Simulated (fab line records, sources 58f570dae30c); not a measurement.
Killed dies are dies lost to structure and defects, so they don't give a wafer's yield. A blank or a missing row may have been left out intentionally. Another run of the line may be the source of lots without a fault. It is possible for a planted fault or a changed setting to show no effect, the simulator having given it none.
2 desks looking at one fault    flow berkeley cmos170    only its own numbers are on each desk; what lay behind them is given at the end

== AT THE METROLOGY DESK ==
What the gauges read, lot by lot, whatever tool the lot ran on: means of the sampled wafers that have a number. Marked OUT: a lot whose mean sits more than 4 standard deviations from the usual mean, which makes it out of limits; the brackets give that distance.
Columns: A = cd nm at UCB170_CONTACT_CD_MEAS_15, usual 699.1 nm; B = CONTACT_OVL at UCB170_CONTACT_OVL_MEAS_16, usual 1 nm
lot   first seen here  A      B
L739  day 8 21:16      699.9  -5
L740  day 9 03:46      698.6  4
L746  day 10 01:59     698.8  10
L751  day 11 07:34     696.2  8
L753  day 11 07:54     699.7  2
This desk's finding: nothing out of limits on any of the 5 lots.

== THE TOOL OWNER'S DESK: rie diel-03 ==
The tool's own readings at UCB170_CONTACT_ETCH_18 (etches PSG in CHF3/CF4/Ar, stops on TiSi2, target depth 840 nm, time 195 s): means of the sampled wafers that have a number, for each lot that ran on this tool. Marked OUT: a lot whose mean sits more than 4 standard deviations from the usual mean, which makes it out of limits; the brackets give that distance.
Columns: A = drypump motor current A at UCB170_CONTACT_ETCH_18, usual 5.78 A; B = oes product au at UCB170_CONTACT_ETCH_18, usual 0.897 a.u.; C = rf fwd power W at UCB170_CONTACT_ETCH_18, usual 697.4 W; D = throttle valve pct at UCB170_CONTACT_ETCH_18, usual 6.93 %
lot   first seen here  A     B      C                D
L740  day 9 03:00      6.12  0.898  695.4            6.90
L746  day 10 02:00     6.07  0.909  769.5 (+30) OUT  6.80
This desk's verdict: out of limits on L746, starting with L746 at day 10 02:00 (rf fwd power W at UCB170_CONTACT_ETCH_18). In limits: L740.

== BROUGHT TOGETHER ==
The tool owner's desk could have raised an alarm at day 10 02:00, on L746.
The metrology desk saw nothing out of limits.
The metrology desk has L746 on record, within its limits.
Of the lots named, all ran UCB170_CONTACT_ETCH_18 on rie diel-03.

== WHAT WAS PUT IN BY THE SIMULATOR ==
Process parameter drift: rie diel-03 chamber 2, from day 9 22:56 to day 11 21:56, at UCB170_CONTACT_ETCH_18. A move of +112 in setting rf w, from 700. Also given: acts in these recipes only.
Lots struck among those shown: L746.
Time in hours from fault onset to the first out-of-limits reading at each desk: the tool owner's desk, 3.
